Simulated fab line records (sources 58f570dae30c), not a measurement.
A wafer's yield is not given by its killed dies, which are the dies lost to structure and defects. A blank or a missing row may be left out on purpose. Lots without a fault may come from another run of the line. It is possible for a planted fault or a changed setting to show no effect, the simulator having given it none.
The same fault as seen by 2 desks / flow berkeleyCmos170 / each desk has only its own numbers; what lay behind them comes last

## AT THE METROLOGY DESK
What the gauges read for every lot (on any tool): the sampled wafers with a number, averaged. The brackets show how far a lot's mean lies from the usual mean; more than 4 standard deviations puts the lot out of limits, marked OUT.
Columns: A = cdNm at UCB170_M3_CD_MEAS_15, usual 699.9 nm; B = M3_OVL at UCB170_M3_OVL_MEAS_16, usual 4 nm; C = cdNm at UCB170_M3_CD_MEAS_90, usual 699.5 nm; D = M3_BOW at UCB170_M3_BOW_MEAS_20, usual 35 um
lot=L728; first seen here=day 9 10:03; A=699.1; B=10; C=700.6; D=38
lot=L732; first seen here=day 10 01:37; A=701.5; B=3; C=705.5; D=31
lot=L738; first seen here=day 11 03:01; A=697.5; B=6; C=694.7; D=40
lot=L741; first seen here=day 11 12:34; A=704.0; B=6; C=706.1; D=37
lot=L748; first seen here=day 13 09:29; A=698.4; B=-1; C=697.7; D=39
This desk found nothing out of limits on any of the 5 lots.

## THE TOOL OWNER'S DESK: rieDiel-01
The tool's own readings at UCB170_M3_ETCH_17 (etches BARC in N2/H2): means of the sampled wafers that have a number, for each lot that ran on this tool. The brackets show how far a lot's mean lies from the usual mean; more than 4 standard deviations puts the lot out of limits, marked OUT.
Columns: A = drypumpMotorCurrentA at UCB170_M3_ETCH_17, usual 5.8 A; B = oesProductAu at UCB170_M3_ETCH_17, usual 0.995 a.u.; C = throttleValvePct at UCB170_M3_ETCH_17, usual 13.26 %
lot=L732; first seen here=day 10 01:46; A=5.9; B=0.998; C=13.20
lot=L738; first seen here=day 11 03:11; A=5.6; B=0.998; C=13.28
This desk found nothing out of limits on any of the 2 lots.

## BROUGHT TOGETHER
At the metrology desk, nothing out of limits was observed.
The desk of the tool owner found nothing out of limits.

## WHAT THE SIMULATOR HAD PUT IN
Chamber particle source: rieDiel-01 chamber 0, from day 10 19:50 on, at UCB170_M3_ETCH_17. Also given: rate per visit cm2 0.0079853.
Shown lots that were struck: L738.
